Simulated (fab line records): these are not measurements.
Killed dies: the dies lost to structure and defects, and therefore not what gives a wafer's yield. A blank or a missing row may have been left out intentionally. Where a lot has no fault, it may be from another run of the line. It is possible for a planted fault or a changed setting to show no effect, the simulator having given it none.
fab line records ; flow berkeleyCmos170
record lots=14; wafers=42; lastDay=13
route steps=331 shown ACTIVE@76 CONTACT@235 M1@248 V1@256
lots with no fault: from the same line, run without faults
startH: hours from the record's opening day to when the first of the lot's shown wafers began ; waitH: time in hours since the lot's previous step ; " repeats the value in the row above ; L1.1+2: a row that stands for several wafers ; - no value, or no start was given ; * or withheld: withheld ; < > ~ a bound
route shown NAME@n: NAME is a module with steps in the file, n the number in the route of the first one ; usual: mean/standard deviation of fault-free wafers ; same: alike in all rows ; chamber/n: place in a boat ; sites: the reading at each site ; _std_site: standard deviation of those values ; _edge_site: mean of outer sites minus mean of inner sites ; radiusMm: for every site, how far away it sits from the centre of the wafer ; mask NAME#n: copy n ; behind: tool/chamber where the wafer was last shaped ; hold: the reason the lot was held/the length of the hold in hours/how it ended ; device: the transistor (n, p or np) that didn't switch ; end of line: the tests these same wafers got at the end of their route ; step lacking rows: just its recipe ; killed: dies that structure and defects cost at the first sort, which is not the same as the wafer's yield ; map: shows each die of a wafer: x if killed, . if not, _ if none is there
set.NAME: the setting that was run; set.NAME@STEP: the one run at that earlier step ; model.NAME: the simulator's own value behind a step, which no gauge read
a sample of lots followed through the steps of the route, with each step as a table and each wafer as a row
services: a tool's chamber out of use, with start hour (startH, from the record's first day; less than 0 if before it), hours out, and reason
## steps
# step UCB170_ACTIVE_STRIP_16
# recipe chemistry=O2; powerW=400; pressureMtorr=3500; platenTempC=withheld; o2FlowSccm=400; overashFraction=0.5
# usual drypumpMotorCurrentA=5.6/0.38; oesProductAu=0.721/0.0042; stripTimeToEndpointS=18.05/0.097
lot.wafer;tool;chamber;startH;waitH;drypumpMotorCurrentA;oesProductAu;rfHoursCounterH;stripTimeToEndpointS
L985.1;plasmaAsher-01;0;91.58;0.1;5.5;0.723;37;18.14
L985.5;plasmaAsher-01;0;91.58;0.1;5.5;0.718;-;18.07
L985.6;plasmaAsher-01;1;91.58;0.1;5.6;0.718;-;18.18
L986.1;plasmaAsher-04;0;102.22;0.1;5.4;0.722;35;17.96
L986.3;plasmaAsher-04;1;102.22;0.1;5.5;0.722;-;17.93
L986.6;plasmaAsher-04;0;102.22;0.1;5.4;0.714;-;18.01
L988.1;plasmaAsher-03;0;102.34;0.1;5.3;0.715;30;18.18
L988.2;plasmaAsher-03;1;102.34;0.1;6.4;0.729;30;17.93
L988.4;plasmaAsher-03;1;102.34;0.1;6.4;0.729;-;18.16
L987.2;plasmaAsher-01;0;102.58;0.1;5.5;0.717;38;18.06
L987.5;plasmaAsher-01;0;102.58;0.1;5.5;0.723;-;18.26
L987.6;plasmaAsher-01;1;102.58;0.1;5.7;0.722;-;18.16
L991.3;plasmaAsher-03;0;119.60;0.1;5.3;0.718;-;17.98
L991.4;plasmaAsher-03;1;119.60;0.1;6.4;0.719;-;17.96
L991.6;plasmaAsher-03;0;119.60;0.1;5.3;0.720;-;17.90
L990.1;plasmaAsher-01;1;119.81;0.1;5.7;0.716;39;18.04
L990.2;plasmaAsher-01;0;119.81;0.1;5.5;0.729;39;18.00
L990.6;plasmaAsher-01;1;119.81;0.1;5.7;0.726;-;18.13
L992.3;plasmaAsher-03;1;129.58;0.1;6.4;0.719;-;18.09
L992.4;plasmaAsher-03;0;129.58;0.1;5.3;0.712;-;18.13
L992.5;plasmaAsher-03;1;129.58;0.1;6.4;0.723;-;18.13
L993.2;plasmaAsher-04;1;133.00;0.1;5.6;0.720;2;18.08
L993.4;plasmaAsher-04;1;133.00;0.1;5.6;0.712;-;18.10
L993.6;plasmaAsher-04;1;133.00;0.1;5.5;0.723;-;18.12
L995.2;plasmaAsher-01;0;145.56;0.1;5.5;0.715;42;18.09
L995.3;plasmaAsher-01;1;145.56;0.1;5.7;0.720;-;18.22
L995.4;plasmaAsher-01;0;145.56;0.1;5.5;0.724;-;18.14
L100.2;plasmaAsher-03;0;179.13;0.1;5.2;0.635;38;21.82
L100.3;plasmaAsher-03;0;179.13;0.1;5.2;0.641;-;21.94
L100.6;plasmaAsher-03;1;179.13;0.1;6.4;0.630;-;21.88
L103.2;plasmaAsher-03;1;188.72;0.1;6.4;0.640;40;21.69
L103.4;plasmaAsher-03;0;188.72;0.1;5.2;0.626;-;21.82
L103.6;plasmaAsher-03;0;188.72;0.1;5.2;0.639;-;21.86
L101.1;plasmaAsher-01;1;188.96;0.1;5.7;0.722;47;18.15
L101.4;plasmaAsher-01;1;188.96;0.1;5.7;0.723;-;18.04
L101.5;plasmaAsher-01;0;188.96;0.1;5.5;0.723;-;18.20
L105.3;plasmaAsher-04;0;197.46;0.1;5.4;0.723;-;17.91
L105.4;plasmaAsher-04;1;197.46;0.1;5.5;0.726;-;17.95
L105.6;plasmaAsher-04;0;197.46;0.1;5.4;0.717;-;18.03
L106.1;plasmaAsher-04;0;209.10;0.1;5.4;0.714;10;17.99
L106.3;plasmaAsher-04;0;209.10;0.1;5.4;0.721;-;17.98
L106.4;plasmaAsher-04;1;209.10;0.1;5.5;0.721;-;18.07
# step UCB170_CONTACT_STRIP_19
# recipe chemistry=O2; powerW=400; pressureMtorr=3500; platenTempC=withheld; o2FlowSccm=400; overashFraction=0.5
# usual drypumpMotorCurrentA=5.63/0.25; oesProductAu=0.725/0.0049
lot.wafer;tool;chamber;startH;waitH;drypumpMotorCurrentA;oesProductAu;rfHoursCounterH
L985.1;plasmaAsher-01;1;168.12;-;5.67;0.722;44
L985.5;plasmaAsher-01;0;168.12;-;5.53;0.737;-
L985.6;plasmaAsher-01;1;168.12;-;5.65;0.725;-
L988.1;plasmaAsher-04;1;174.38;-;5.57;0.724;7
L988.2;plasmaAsher-04;0;174.38;-;5.37;0.716;7
L988.4;plasmaAsher-04;1;174.38;-;5.57;0.732;-
L987.2;plasmaAsher-04;1;174.99;-;5.58;0.731;7
L987.5;plasmaAsher-04;1;174.99;-;5.61;0.725;-
L987.6;plasmaAsher-04;0;174.99;-;5.36;0.723;-
L986.1;plasmaAsher-04;0;176.85;-;5.36;0.734;7
L986.3;plasmaAsher-04;0;176.85;-;5.37;0.731;-
L986.6;plasmaAsher-04;1;176.85;-;5.58;0.729;-
L991.3;plasmaAsher-01;0;198.95;-;5.54;0.729;-
L991.4;plasmaAsher-01;1;198.95;-;5.66;0.724;-
L991.6;plasmaAsher-01;0;198.95;-;5.54;0.726;-
L990.1;plasmaAsher-01;0;200.37;-;5.51;0.724;48
L990.2;plasmaAsher-01;1;200.37;-;5.70;0.719;48
L990.6;plasmaAsher-01;0;200.37;-;5.53;0.727;-
L992.3;plasmaAsher-01;0;208.44;-;5.52;0.716;-
L992.4;plasmaAsher-01;1;208.44;-;5.66;0.734;-
L992.5;plasmaAsher-01;0;208.44;-;5.51;0.725;-
L993.2;plasmaAsher-02;0;209.05;-;6.16;0.727;52
L993.4;plasmaAsher-02;1;209.05;-;5.47;0.720;-
L993.6;plasmaAsher-02;1;209.05;-;5.46;0.720;-
L995.2;plasmaAsher-01;1;234.86;-;5.67;0.726;51
L995.3;plasmaAsher-01;1;234.86;-;5.66;0.723;-
L995.4;plasmaAsher-01;0;234.86;-;5.55;0.718;-
L103.2;plasmaAsher-02;0;260.05;-;6.19;0.730;57
L103.4;plasmaAsher-02;0;260.05;-;6.18;0.727;-
L103.6;plasmaAsher-02;0;260.05;-;6.19;0.733;-
L100.2;plasmaAsher-01;1;264.79;-;5.66;0.729;55
L100.3;plasmaAsher-01;1;264.79;-;5.67;0.716;-
L100.6;plasmaAsher-01;1;264.79;-;5.68;0.722;-
L105.3;plasmaAsher-02;1;272.85;-;5.43;0.734;-
L105.4;plasmaAsher-02;0;272.85;-;6.18;0.731;-
L105.6;plasmaAsher-02;1;272.85;-;5.46;0.729;-
L101.1;plasmaAsher-04;1;273.44;-;5.55;0.727;17
L101.4;plasmaAsher-04;0;273.44;-;5.37;0.728;-
L101.5;plasmaAsher-04;1;273.44;-;5.56;0.727;-
L106.1;plasmaAsher-01;0;300.03;-;5.51;0.733;58
L106.3;plasmaAsher-01;0;300.03;-;5.52;0.715;-
L106.4;plasmaAsher-01;1;300.03;-;5.67;0.726;-
# step UCB170_M1_OVL_MEAS_10
# usual M1_OVL=-3/5.2
lot.wafer;tool;chamber;startH;waitH;M1_OVL[nm]
L985.1;overlay-01;-;170.14;0.1;-9
L985.5;overlay-01;-;170.14;0.1;-8
L985.6;overlay-01;-;170.14;0.1;-8
L988.1;overlay-01;-;176.18;0.1;-2
L988.2;overlay-01;-;176.18;0.1;-2
L988.4;overlay-01;-;176.18;0.1;-9
L987.2;overlay-02;-;176.93;0.1;-2
L987.5;overlay-02;-;176.93;0.1;-1
L987.6;overlay-02;-;176.93;0.1;0
L986.1;overlay-02;-;179.03;0.1;2
L986.3;overlay-02;-;179.03;0.1;-1
L986.6;overlay-02;-;179.03;0.1;3
L991.3;overlay-02;-;200.72;0.1;0
L991.4;overlay-02;-;200.72;0.1;-1
L991.6;overlay-02;-;200.72;0.1;-1
L990.1;overlay-01;-;202.04;0.1;-5
L990.2;overlay-01;-;202.04;0.1;-8
L990.6;overlay-01;-;202.04;0.1;-11
L992.3;overlay-01;-;212.22;0.1;-2
L992.4;overlay-01;-;212.22;0.1;-6
L992.5;overlay-01;-;212.22;0.1;-1
L993.2;overlay-02;-;212.22;0.1;2
L993.4;overlay-02;-;212.22;0.1;6
L993.6;overlay-02;-;212.22;0.1;3
L995.2;overlay-02;-;237.27;0.1;-14
L995.3;overlay-02;-;237.27;0.1;-8
L995.4;overlay-02;-;237.27;0.1;-13
L103.2;overlay-02;-;262.39;0.1;0
L103.4;overlay-02;-;262.39;0.1;2
L103.6;overlay-02;-;262.39;0.1;-2
L100.2;overlay-01;-;266.41;0.1;5
L100.3;overlay-01;-;266.41;0.1;2
L100.6;overlay-01;-;266.41;0.1;2
L105.3;overlay-01;-;274.90;0.1;-1
L105.4;overlay-01;-;274.90;0.1;1
L105.6;overlay-01;-;274.90;0.1;-2
L101.1;overlay-02;-;275.61;0.1;-2
L101.4;overlay-02;-;275.61;0.1;-4
L101.5;overlay-02;-;275.61;0.1;-8
L106.1;overlay-01;-;302.25;0.1;-5
L106.3;overlay-01;-;302.25;0.1;-8
L106.4;overlay-01;-;302.25;0.1;-13
# step UCB170_V1_CMP_02
# recipe material=SiO2; downForcePsi=6; platenRpm=60; padVelocityMS=0.75398
# usual motorCurrentA=15.2/1.1
lot.wafer;tool;chamber;startH;waitH;motorCurrentA
L985.1;cmp-02;3;173.02;0.1;15.7
L985.5;cmp-02;3;173.02;0.1;15.5
L985.6;cmp-02;0;173.02;0.1;14.5
L988.2;cmp-01;1;178.16;0.0;14.4
L988.4;cmp-01;3;178.16;0.0;15.1
L988.1;cmp-01;0;178.16;0.0;12.4
L987.2;cmp-02;3;179.64;0.2;15.4
L987.6;cmp-02;0;179.64;0.2;14.1
L987.5;cmp-02;1;179.64;0.2;15.2
L986.1;cmp-02;0;181.01;0.1;14.4
L986.3;cmp-02;2;181.01;0.1;16.1
L986.6;cmp-02;1;181.01;0.1;15.6
L991.4;cmp-01;0;202.81;0.1;13.2
L991.3;cmp-01;1;202.81;0.1;14.2
L991.6;cmp-01;3;202.81;0.1;15.6
L990.1;cmp-01;1;204.20;0.1;13.9
L990.2;cmp-01;2;204.20;0.1;17.0
L990.6;cmp-01;3;204.20;0.1;16.0
L993.4;cmp-01;0;214.30;0.1;13.8
L993.2;cmp-01;1;214.30;0.1;13.9
L993.6;cmp-01;2;214.30;0.1;16.9
L992.4;cmp-02;2;215.53;0.0;16.4
L992.3;cmp-02;0;215.53;0.0;14.1
L992.5;cmp-02;3;215.53;0.0;15.6
L995.3;cmp-02;1;240.45;0.0;14.7
L995.2;cmp-02;3;240.45;0.0;15.9
L995.4;cmp-02;0;240.45;0.0;14.9
L103.4;cmp-01;1;264.41;0.1;13.6
L103.2;cmp-01;2;264.41;0.1;16.6
L103.6;cmp-01;1;264.41;0.1;14.1
L100.2;cmp-01;3;268.44;0.1;14.4
L100.3;cmp-01;1;268.44;0.1;13.8
L100.6;cmp-01;3;268.44;0.1;15.2
L105.3;cmp-02;3;276.92;0.1;15.1
L105.4;cmp-02;1;276.92;0.1;16.3
L105.6;cmp-02;2;276.92;0.1;15.5
L101.1;cmp-02;0;278.30;0.1;13.9
L101.4;cmp-02;1;278.30;0.1;16.7
L101.5;cmp-02;3;278.30;0.1;15.8
L106.1;cmp-02;3;305.66;0.1;16.6
L106.4;cmp-02;0;305.66;0.1;13.7
L106.3;cmp-02;2;305.66;0.1;15.0
## services
tool;chamber;startH;hours;kind
cmp-01;-;68.00;-;consumableReplace:conditioner
cmp-01;-;68.00;-;consumableReplace:pad
cmp-02;-;72.18;1.5;repair
plasmaAsher-04;-;108.75;9.0;pm
plasmaAsher-04;0;108.75;9.0;ventCycle
plasmaAsher-04;1;108.75;9.0;ventCycle
plasmaAsher-04;0;117.75;-;clean
plasmaAsher-04;1;117.75;-;clean
cmp-01;-;121.84;2.5;repair
cmp-01;-;130.16;5.0;pm
plasmaAsher-01;-;132.83;4.1;repair
plasmaAsher-01;-;136.60;0.7;repair
cmp-01;-;181.78;3.3;repair
cmp-01;-;182.22;1.8;repair
cmp-02;-;228.10;2.5;repair
cmp-02;-;232.00;4.0;pm
cmp-01;-;236.00;17.6;pm
cmp-02;-;236.00;-;consumableReplace:conditioner
cmp-02;-;236.00;-;consumableReplace:pad
cmp-02;-;267.90;7.4;pm
cmp-01;-;285.05;0.7;repair
cmp-02;-;289.93;3.6;repair
cmp-01;-;289.94;0.7;repair
## key
firstSign step=UCB170_ACTIVE_STRIP_16; reading=stripTimeToEndpointS; direction=up; sigmas=39; usual=*; struck=*
effect step=UCB170_ACTIVE_STRIP_16; reading=oesProductAu; direction=down; sigmas=21; usual=0.721; struck=0.635
metAt UCB170_ACTIVE_STRIP_16
struckLots L100,L103
testerLeftOut L100,L103
notActingAt UCB170_CONTACT_STRIP_19,UCB170_M1_OVL_MEAS_10,UCB170_V1_CMP_02
onsetBetween 129.58 179.13
fault kind=processParameterDrift; tool=plasmaAsher-03; chamber=-; onsetH=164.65; steps=UCB170_ACTIVE_STRIP_16; channel=powerW; offset=-90.353; shape=step; endH=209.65; actsIn=theseRecipesOnly; stated=400
# testerLeftOut: of these lots the tester's yield and bins aren't shown, on N5 and GAA mostly nor the transistor test; their killed dies are dies lost to structure and defects alone, not to doping, threshold or leakage, so they don't give the yield
